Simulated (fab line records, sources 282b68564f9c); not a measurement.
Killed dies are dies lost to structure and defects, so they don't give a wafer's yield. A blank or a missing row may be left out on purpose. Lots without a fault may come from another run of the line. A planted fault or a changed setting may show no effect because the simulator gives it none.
fab line records | flow rit_cmos
record lots=14 wafers=42 last_day=7
route steps=202 shown PRETRO@72 M1@202
lots that met no fault: from a run of the same line without faults
start_h: hours from the record's first day to the start of the lot's first wafer shown | wait_h: hours since the lot's step before | " the same as in the row above | L1.1+2: a row that stands for several wafers | - no value, or no start given | * or withheld: withheld | < > ~ a bound
route shown NAME@n: a module of which the file shows steps, and the number in the route of the first | usual: mean/standard deviation of fault-free wafers | same: alike in all rows | chamber/n: place in a boat | sites: the reading at each site | _std_site: their standard deviation | _edge_site: outer sites' mean less inner sites' | radius_mm: how far each site lies from the wafer's centre | mask NAME#n: copy n | behind: the tool/chamber that last shaped the wafer | hold: why the lot was held/for how many hours/how that ended | device: the transistor (n, p or np) that didn't switch | end of line: the same wafers' tests at the end of the route | a step without rows: its recipe alone | killed: dies lost to structure and defects at the first sort, not the wafer's yield | map: a wafer's dies, x killed, . not, _ none there
set.NAME: the setting as run; set.NAME@STEP: as run at that earlier step | model.NAME: the simulator's own value behind a step, which no gauge read
steps of the route over a sample of lots; a table a step, a row a wafer
services: from which hour (start_h, from the record's first day; less than 0 if before it) a tool's chamber was out of use, for how many hours, and why
## steps
# step RIT_PRETRO_IMPLANT_08
# recipe species=B energy_kev=45 dose_cm2=1.2e+13 tilt_deg=7
# usual dose_ions_cm2=1.2e+13/1.3e+10 faraday_current_uA=38.1/0.73
# columns lot.wafer tool chamber start_h wait_h dose_ions_cm2 faraday_current_uA
L169.1 implanter-02 0 46.19 0.2 1.201e+13 38.9
L169.2 " 0 " " 1.1986e+13 38.7
L169.3 " 0 " " 1.2e+13 38.3
L170.2 implanter-02 0 51.82 0.2 1.2004e+13 37.5
L170.3 " 0 " " 1.1995e+13 38.2
L170.5 " 0 " " 1.2016e+13 38.7
L171.1 implanter-03 0 56.82 0.2 1.1995e+13 37.3
L171.2 " 0 " " 1.2004e+13 38.8
L171.5 " 0 " " 1.199e+13 37.7
L172.2 implanter-03 0 60.45 0.2 1.1985e+13 38.1
L172.4 " 0 " " 1.2003e+13 38.0
L172.6 " 0 " " 1.1992e+13 38.9
L174.3 implanter-02 0 67.71 0.2 1.2002e+13 38.8
L174.5 " 0 " " 1.2006e+13 40.1
L174.6 " 0 " " 1.1979e+13 38.5
L177.3 implanter-01 0 86.15 0.2 1.1997e+13 38.7
L177.4 " 0 " " 1.1992e+13 38.3
L177.5 " 0 " " 1.1993e+13 37.0
L178.1 implanter-02 0 95.02 0.2 1.2005e+13 38.1
L178.2 " 0 " " 1.201e+13 39.8
L178.5 " 0 " " 1.2013e+13 38.4
L179.1 implanter-03 0 100.00 0.2 1.1989e+13 38.2
L179.2 " 0 " " 1.2003e+13 38.5
L179.6 " 0 " " 1.2002e+13 37.0
L180.1 implanter-02 0 106.57 0.2 1.1988e+13 37.6
L180.2 " 0 " " 1.2016e+13 38.9
L180.3 " 0 " " 1.1996e+13 37.1
L181.1 implanter-02 0 107.00 0.2 1.2003e+13 37.2
L181.2 " 0 " " 1.2001e+13 37.8
L181.6 " 0 " " 1.1994e+13 37.9
L182.1 implanter-03 0 114.17 0.2 1.1975e+13 38.8
L182.3 " 0 " " 1.1986e+13 37.7
L182.4 " 0 " " 1.198e+13 37.3
L183.2 implanter-02 0 120.50 0.2 8.013e+12 25.6
L183.4 " 0 " " 8.017e+12 25.5
L183.6 " 0 " " 8.032e+12 26.0
L184.3 implanter-03 0 126.21 0.2 1.2012e+13 37.6
L184.4 " 0 " " 1.2029e+13 38.4
L184.6 " 0 " " 1.2016e+13 37.8
L187.2 implanter-02 0 134.86 0.2 8.025e+12 25.7
L187.3 " 0 " " 8.031e+12 24.7
L187.5 " 0 " " 8.032e+12 25.7
# step RIT_PRETRO_TW_MEAS_10
# usual PRETRO_TW=476/4.2
# columns lot.wafer tool chamber start_h wait_h PRETRO_TW
L169.1 film_metro-03 - 46.59 0.1 481
L169.2 " - " " 480
L169.3 " - " " 479
L170.2 film_metro-02 - 52.13 0.1 477
L170.3 " - " " 478
L170.5 " - " " 481
L171.1 film_metro-01 - 57.14 0.1 468
L171.2 " - " " 470
L171.5 " - " " 470
L172.2 film_metro-01 - 60.76 0.1 468
L172.4 " - " " 467
L172.6 " - " " 471
L174.3 film_metro-02 - 68.00 0.1 481
L174.5 " - " " 479
L174.6 " - " " 478
L177.3 film_metro-02 - 86.45 0.1 480
L177.4 " - " " 480
L177.5 " - " " 476
L178.1 film_metro-02 - 95.35 0.1 480
L178.2 " - " " 479
L178.5 " - " " 478
L179.1 film_metro-02 - 100.33 0.1 476
L179.2 " - " " 479
L179.6 " - " " 477
L180.1 film_metro-01 - 106.90 0.1 465
L180.2 " - " " 469
L180.3 " - " " 469
L181.1 film_metro-03 - 107.32 0.1 479
L181.2 " - " " 477
L181.6 " - " " 477
L182.1 film_metro-01 - 114.49 0.1 468
L182.3 " - " " 467
L182.4 " - " " 469
L183.2 film_metro-02 - 120.81 0.1 421
L183.4 " - " " 423
L183.6 " - " " 423
L184.3 film_metro-02 - 126.50 0.1 476
L184.4 " - " " 478
L184.6 " - " " 477
L187.2 film_metro-02 - 135.30 0.1 420
L187.3 " - " " 422
L187.5 " - " " 422
# step RIT_M1_PROBE_99
# usual killed_at_M0_to_M3=0.0/0.12 killed_at_contacts=0.1/0.25 killed_at_front_end=7/3.2 killed_dies=7/3.2 killed_open=3.5/2.2 killed_short=3.6/2.1
# same gross_dies=264 killed_at_M4_up=0 killed_at_back_side=0 killed_at_other=0
# columns lot.wafer tool chamber start_h wait_h killed_at_M0_to_M3 killed_at_contacts killed_at_front_end killed_dies killed_open killed_short
L178.1 prober-01 - 124.37 0.1 0 0 5 5 2 3
L178.2 prober-01 - 124.42 0.1 0 0 9 9 7 2
L178.5 prober-01 - 124.57 0.2 0 0 8 8 4 4
# killed by level:class
L178.1 SPACER:geometric_particle:short=2 FOX1:geometric_particle:short=1 GATE:geometric_particle:open=1 SPACER:geometric_particle:open=1
L178.2 SPACER:geometric_particle:open=3 GATE:geometric_particle:short=2 FOX1:geometric_particle:open=1 GATE:geometric_particle:open=1 REOX:geometric_particle:open=1 SILICIDE:geometric_particle:open=1
L178.5 GATE:geometric_particle:open=3 FOX1:geometric_particle:short=2 FOX2:geometric_particle:open=1 GATE:geometric_particle:short=1 SPACER:geometric_particle:short=1
## services
# columns tool chamber start_h hours kind
implanter-03 - 50.85 3.1 repair
implanter-03 - 51.98 1.2 repair
implanter-01 - 66.67 3.3 pm
implanter-03 - 67.06 5.6 pm
implanter-01 - 92.11 1.5 repair
implanter-01 - 98.33 10.6 repair
implanter-03 - 106.03 3.0 repair
implanter-01 - 124.51 4.6 pm
implanter-03 - 128.25 2.3 repair
## key
first_sign step=RIT_PRETRO_IMPLANT_08 reading=dose_ions_cm2 direction=down sigmas=99+ usual=1.2e+13 struck=8.025e+12
effect step=RIT_PRETRO_IMPLANT_08 reading=faraday_current_uA direction=down sigmas=17 usual=38.1 struck=25.5
effect step=RIT_PRETRO_TW_MEAS_10 reading=PRETRO_TW direction=down sigmas=13 usual=476 struck=422
met_at RIT_PRETRO_IMPLANT_08
struck_lots L183,L187
tester_left_out L183,L187
onset_between 107.00 120.50
fault kind=process_parameter_drift tool=implanter-02 chamber=- onset_h=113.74 steps=RIT_PRETRO_IMPLANT_08 channel=dose_cm2 offset=-3.96e+12 shape=step end_h=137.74 acts_in=these_recipes_only stated=1.2e+13
# tester_left_out: of these lots the tester's yield and bins aren't shown, on N5 and GAA mostly nor the transistor test; their killed dies are dies lost to structure and defects alone, not to doping, threshold or leakage, so they don't give the yield
